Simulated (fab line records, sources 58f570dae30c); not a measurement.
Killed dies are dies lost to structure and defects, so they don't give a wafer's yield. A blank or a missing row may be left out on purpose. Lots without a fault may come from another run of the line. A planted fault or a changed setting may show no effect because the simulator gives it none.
A struck lot beside a sound one | flow berkeley_cmos170 | 16 steps out of a route of 331
Sound: wafers L120.3, L120.4, L120.6. Struck: wafer L132.5. (L132.2, L132.4 of the same lot were not struck and are left out.) The cause comes at the end.
At each step with rows: each side's tool, then ch and its chambers, then its first start. Under that, the readings that differ: sound wafers | struck wafers | difference of the means | sigmas: that difference in standard deviations of wafers without a fault.
alike: readings whose means differ by less than 2 such deviations, and words and numbers that are the same on both sides. not compared: withheld readings, readings that some wafer has no value for, bounds like >300 that may hide the same value, and numbers for which the record gives no deviation and whose values overlap.
The two part at a step that has a row with sigmas, a row that says differs or no value, or rows on one side only. Numbers that don't overlap but have no deviation are shown without sigmas and don't part them. A reading that every wafer of one side lacks parts them only if that side has two wafers or more.

UCB170_M1_SPUTTER_00: material Al, target thk 600 nm, time 80 s.
  sound on pvd_sputter-04, day 7 11:33; struck on pvd_sputter-04, day 10 02:11
  alike: throttle_valve_pct
UCB170_M1_RS_MEAS_01: measures by four-point-probe.
  sound on film_metro-02, day 7 11:39; struck on film_metro-02, day 10 02:16
  reading           | sound                | struck | difference | sigmas
  M1_AL_RS (ohm/sq) | 0.0484 0.0480 0.0481 | 0.0494 | +0.0012    | +2
UCB170_M1_THK_MEAS_02: measures by xrf.
  sound on film_metro-02, day 7 11:45; struck on film_metro-02, day 10 02:23
  alike: M1_AL_THK
then, 6 steps without rows for these wafers: UCB170_M1_COAT_03; UCB170_M1_COAT_04 (resist thk 900 nm); UCB170_M1_SOFTBAKE_05 (time 60 s); UCB170_M1_EXPOSE_06 (exposes mask METAL1, target cd 700 nm); UCB170_M1_PEB_07; UCB170_M1_DEVELOP_08 (develop time 45 s).
UCB170_M1_CD_MEAS_09: target cd 700 nm.
  sound on cd_sem-02, day 7 13:01; struck on cd_sem-01, day 10 03:29
  alike: cd_nm
UCB170_M1_OVL_MEAS_10:
  sound on overlay-01, day 7 13:07; struck on overlay-01, day 10 03:36
  alike: M1_OVL
UCB170_M1_ETCH_11: etches BARC in N2/H2.
  sound on rie_diel-04 ch 2,3, day 7 13:08; struck on rie_diel-01 ch 3, day 10 03:38
  reading               | sound             | struck | difference | sigmas
  oes_product_au (a.u.) | 0.938 0.986 0.941 | 1.005  | +0.050     | +2
  rf_fwd_power_W (W)    | 492.1 496.7 492.7 | 497.9  | +4.1       | +2
  alike: drypump_motor_current_A, throttle_valve_pct
UCB170_M1_METAL_ETCH_12: etches Al in Cl2/BCl3, stops on PSG, target depth 780 nm, time 130 s.
  sound on rie_metal-01 ch 0,1, day 7 13:13; struck on rie_metal-01 ch 0, day 10 03:40
  reading                             | sound             | struck | difference | sigmas
  oes_product_au (a.u.)               | 0.845 0.830 0.852 | 0.937  | +0.095     | +6
  run_length_s (s)                    | 158.0 157.7 157.9 | 124.1  | -33.8      | -79
  model.KrF_of_M1_COAT_04.thk_nm (nm) | 430.1 456 428.1   | 574.4  | +136.3     |
  model.M1.feature_depth_nm (nm)      | 639.7 641.8 643.5 | 542.6  | -99.1      |
  model.etch.depth_nm (nm)            | 601.6 605.7 605.2 | 542.6  | -61.6      |
  alike: drypump_motor_current_A, throttle_valve_pct
  not compared: rf_fwd_power_W, rf_hours_counter_h
UCB170_M1_STRIP_13: strips in O2.
  sound on plasma_asher-03 ch 0,1, day 7 13:20; struck on plasma_asher-01 ch 0, day 10 03:48
  alike: drypump_motor_current_A, o2_flow_sccm, oes_product_au
  not compared: rf_hours_counter_h
UCB170_M1_CD_MEAS_90: target cd 700 nm.
  sound on cd_sem-02, day 7 13:42; struck on cd_sem-02, day 10 03:55
  reading    | sound             | struck | difference | sigmas
  cd_nm (nm) | 693.9 704.5 698.0 | 710.8  | +12.0      | +4
then, 1 step without rows for these wafers: UCB170_M1_ANNEAL_14 (time 1200 s).

WHERE THEY PART
First at UCB170_M1_RS_MEAS_01; last, within this record, at UCB170_M1_CD_MEAS_90.

WHY: what the simulator had put in
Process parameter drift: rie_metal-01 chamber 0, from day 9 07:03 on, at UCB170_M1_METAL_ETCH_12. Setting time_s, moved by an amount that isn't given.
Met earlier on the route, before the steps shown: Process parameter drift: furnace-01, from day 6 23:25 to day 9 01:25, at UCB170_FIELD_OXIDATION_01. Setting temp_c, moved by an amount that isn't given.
